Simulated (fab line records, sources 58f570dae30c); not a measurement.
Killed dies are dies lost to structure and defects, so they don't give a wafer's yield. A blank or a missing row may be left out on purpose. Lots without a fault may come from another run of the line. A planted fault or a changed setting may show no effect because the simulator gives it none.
One fault seen from 2 desks | flow berkeley_cmos170 | each desk has only its own numbers; what lay behind them comes last

THE TOOL OWNER'S DESK: litho_track-04
The tool's own readings at UCB170_NSD_PEB_04: means of the sampled wafers that have a number, for each lot that ran on this tool. A lot is out of limits, marked OUT, if its mean lies more than 4 standard deviations from the usual mean; the brackets give that distance.
Columns: A = chill_plate_temp_C at UCB170_NSD_PEB_04, usual 22.99 C; B = heater_power_total_W at UCB170_NSD_PEB_04, usual 56.80 W; C = plate_temp_C at UCB170_NSD_PEB_04, usual 130.01 C
lot  | first seen here | A     | B               | C
L844 | day 8 08:00     | 22.88 | 56.78           | 129.90
L846 | day 9 19:23     | 22.86 | 56.82           | 130.09
L849 | day 9 19:59     | 22.82 | 55.33 (-37) OUT | 127.30 (-21) OUT
L853 | day 10 05:40    | 23.07 | 55.31 (-37) OUT | 127.53 (-19) OUT
This desk's finding: out of limits on L849, L853; first on L849, day 9 19:59 (heater_power_total_W at UCB170_NSD_PEB_04). In limits: L844, L846.

THE METROLOGY DESK
What the gauges read, lot by lot, whatever tool the lot ran on: means of the sampled wafers that have a number. A lot is out of limits, marked OUT, if its mean lies more than 4 standard deviations from the usual mean; the brackets give that distance.
Columns: A = cd_nm at UCB170_NSD_CD_MEAS_06, usual 1200.4 nm
lot  | first seen here | A
L841 | day 8 07:50     | 1199.7
L844 | day 8 08:17     | 1202.0
L842 | day 8 08:23     | 1200.9
L846 | day 9 19:39     | 1199.8
L848 | day 9 19:58     | 1200.2
L849 | day 9 20:14     | 1182.0 (-17) OUT
L847 | day 9 20:26     | 1201.2
L853 | day 10 05:56    | 1178.9 (-20) OUT
L857 | day 12 00:41    | 1199.1
L859 | day 12 01:00    | 1200.2
L858 | day 12 01:19    | 1200.7
L862 | day 12 08:33    | 1201.0
L863 | day 12 08:38    | 1200.7
L864 | day 13 04:34    | 1200.5
This desk's finding: out of limits on L849, L853; first on L849, day 9 20:14 (cd_nm at UCB170_NSD_CD_MEAS_06). In limits: L841, L844, L842, L846, L848, L847, L857, L859, L858, L862, L863, L864.

PUT TOGETHER
The tool owner's desk could have raised an alarm at day 9 19:59, on L849, L853.
The metrology desk could have raised an alarm at day 9 20:14, on L849, L853.
Of the lots named, all ran UCB170_NSD_PEB_04 on litho_track-04.

WHAT THE SIMULATOR HAD PUT IN
Process parameter drift: litho_track-04, from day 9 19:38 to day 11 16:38, at UCB170_NSD_PEB_04. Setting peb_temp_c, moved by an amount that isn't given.
Lots struck among those shown: L849, L853.
Hours from the fault's start to each desk's first reading out of limits: the tool owner's desk, 0; the metrology desk, 1.
